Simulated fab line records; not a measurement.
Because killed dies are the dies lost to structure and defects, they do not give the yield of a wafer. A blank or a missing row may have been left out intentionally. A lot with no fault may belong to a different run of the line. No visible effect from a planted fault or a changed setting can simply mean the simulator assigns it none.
A struck lot beside a sound one	flow berkeleyCmos170	43 steps out of a route of 331
Sound: wafers L918.1, L918.2, L918.5. Struck: wafer L933.1 (left out: L933.2, L933.5 of the same lot, which were not struck); the cause appears at the end.
For every step that has rows: the tool of each side, followed by ch and its chambers, followed by its first start. Under that, the readings that differ: sound wafers	struck wafers	difference of the means	sigmas: that difference in standard deviations of wafers without a fault.
alike: a reading whose means differ by less than 2 such deviations, as well as words and numbers matching on both sides. not compared: withheld readings; readings where some wafer has no value; bounds like >300 that might hide an equal value; numbers whose values overlap and for which the record gives no deviation.
A row with sigmas, a row that says differs or no value, or rows on one side alone: a step with any of these is where the two part. Numbers that have no deviation but don't overlap get no sigmas and don't part them. Lack of a reading on every wafer of one side parts them only where that side has two or more wafers.

UCB170_PLDD_TW_MEAS_11:
  sound on filmMetro-01, day 9 13:09; struck on filmMetro-03, day 11 18:04
  alike: PLDD_TW
then, 7 steps without rows for these wafers: UCB170_PLDD_CLEAN_12 (cleans in SPM, time 600 s); UCB170_NLDD_HMDS_00 (prime time 60 s); UCB170_NLDD_COAT_01 (resist thk 900 nm); UCB170_NLDD_SOFTBAKE_02 (time 60 s); UCB170_NLDD_EXPOSE_03 (exposes mask NSELECT, target cd 1200 nm); UCB170_NLDD_PEB_04; UCB170_NLDD_DEVELOP_05 (develop time 45 s).
UCB170_NLDD_CD_MEAS_06 targets a cd of 1200 nm.
  sound on cdSem-01, day 9 15:14; struck on cdSem-02, day 11 19:38
  alike: cdNm
UCB170_NLDD_OVL_MEAS_07:
  sound on overlay-01, day 9 15:21; struck on overlay-01, day 11 19:45
  alike: NLDD_OVL
then, 2 steps without rows for these wafers: UCB170_NLDD_IMPLANT_08; UCB170_NLDD_IMPLANT_09.
UCB170_NLDD_STRIP_10: strips in O2.
  sound on plasmaAsher-03 ch 0,1, day 9 15:41; struck on plasmaAsher-04 ch 0, day 11 20:05
reading	sound	struck	difference	sigmas
oesProductAu (a.u.)	0.727 0.732 0.724	0.738	+0.010	+2
  alike: drypumpMotorCurrentA, stripTimeToEndpointS
  not compared: rfHoursCounterH
UCB170_NLDD_TW_MEAS_11:
  sound on filmMetro-03, day 9 15:47; struck on filmMetro-02, day 11 20:11
  alike: NLDD_TW
then, 1 step without rows for these wafers: UCB170_NLDD_CLEAN_12 (cleans in SPM, time 600 s).
UCB170_SPACER_CVD_00: deposits SiO2 from TEOS/O2, target thk 376 nm, time 47 s.
  sound on pecvd-01 ch 0,1, day 9 16:05; struck on pecvd-01 ch 2, day 11 20:27
reading	sound	struck	difference	sigmas
heaterPowerW (W)	224 309 310	186	-95	-2
UCB170_SPACER_THK_MEAS_01:
  sound on filmMetro-01, day 9 16:08; struck on filmMetro-04, day 11 20:29
  alike: SPACER_TEOS_THK
then, 1 step without rows for these wafers: UCB170_SPACER_ANNEAL_02 (time 1800 s).
UCB170_SPACER_ETCHBACK_03: etches SiO2 in CHF3/CF4/Ar, stops on Si, target depth 376 nm, time 100 s.
  sound on rieDiel-02 ch 0,2,3, day 9 19:14; struck on rieDiel-02 ch 2, day 12 01:56
  alike: drypumpMotorCurrentA, mfcArSccm, oesProductAu, throttleValvePct
  not compared: rfHoursCounterH
then, 6 steps without rows for these wafers: UCB170_PSD_HMDS_00 (prime time 60 s); UCB170_PSD_COAT_01 (resist thk 900 nm); UCB170_PSD_SOFTBAKE_02 (time 60 s); UCB170_PSD_EXPOSE_03 (exposes mask PSELECT MOD, target cd 1200 nm); UCB170_PSD_PEB_04; UCB170_PSD_DEVELOP_05 (develop time 45 s).
UCB170_PSD_CD_MEAS_06 targets a cd of 1200 nm.
  sound on cdSem-02, day 9 20:59; struck on cdSem-01, day 12 04:33
  alike: cdNm
UCB170_PSD_OVL_MEAS_07:
  sound on overlay-02, day 9 21:06; struck on overlay-02, day 12 04:40
  alike: PSD_OVL
then, 1 step without rows for these wafers: UCB170_PSD_IMPLANT_08.
UCB170_PSD_STRIP_09: strips in O2.
  sound on plasmaAsher-04 ch 0,1, day 9 21:17; struck on plasmaAsher-03 ch 1, day 12 04:51
  alike: drypumpMotorCurrentA, oesProductAu, stripTimeToEndpointS
  not compared: rfHoursCounterH
UCB170_PSD_TW_MEAS_10:
  sound on filmMetro-01, day 9 21:23; struck on filmMetro-02, day 12 04:57
  alike: PSD_TW
then, 7 steps without rows for these wafers: UCB170_PSD_CLEAN_11 (cleans in SPM, time 600 s); UCB170_NSD_HMDS_00 (prime time 60 s); UCB170_NSD_COAT_01 (resist thk 900 nm); UCB170_NSD_SOFTBAKE_02 (time 60 s); UCB170_NSD_EXPOSE_03 (exposes mask NSELECT MOD, target cd 1200 nm); UCB170_NSD_PEB_04; UCB170_NSD_DEVELOP_05 (develop time 45 s).
UCB170_NSD_CD_MEAS_06 targets a cd of 1200 nm.
  sound on cdSem-02, day 10 00:17; struck on cdSem-02, day 12 07:54
  alike: cdNm
UCB170_NSD_OVL_MEAS_07:
  sound on overlay-02, day 10 00:25; struck on overlay-02, day 12 08:01
  alike: NSD_OVL
then, 1 step without rows for these wafers: UCB170_NSD_IMPLANT_08.
UCB170_NSD_STRIP_09: strips in O2.
  sound on plasmaAsher-01 ch 0,1, day 10 00:35; struck on plasmaAsher-03 ch 1, day 12 08:12
  alike: drypumpMotorCurrentA, oesProductAu, stripTimeToEndpointS
  not compared: rfHoursCounterH
UCB170_NSD_TW_MEAS_10:
  sound on filmMetro-02, day 10 00:41; struck on filmMetro-03, day 12 08:18
  alike: NSD_TW
UCB170_M3_PROBE_99:
  record: rows for the struck wafers here (prober-02, day 13 07:37), none for the sound ones

== WHERE THEY PART ==
Last at UCB170_M3_PROBE_99 as far as this record goes, first at UCB170_NLDD_STRIP_10.

WHY: the cause the simulator had injected
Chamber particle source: plasmaAsher-04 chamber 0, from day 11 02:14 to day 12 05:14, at UCB170_NLDD_STRIP_10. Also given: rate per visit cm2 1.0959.
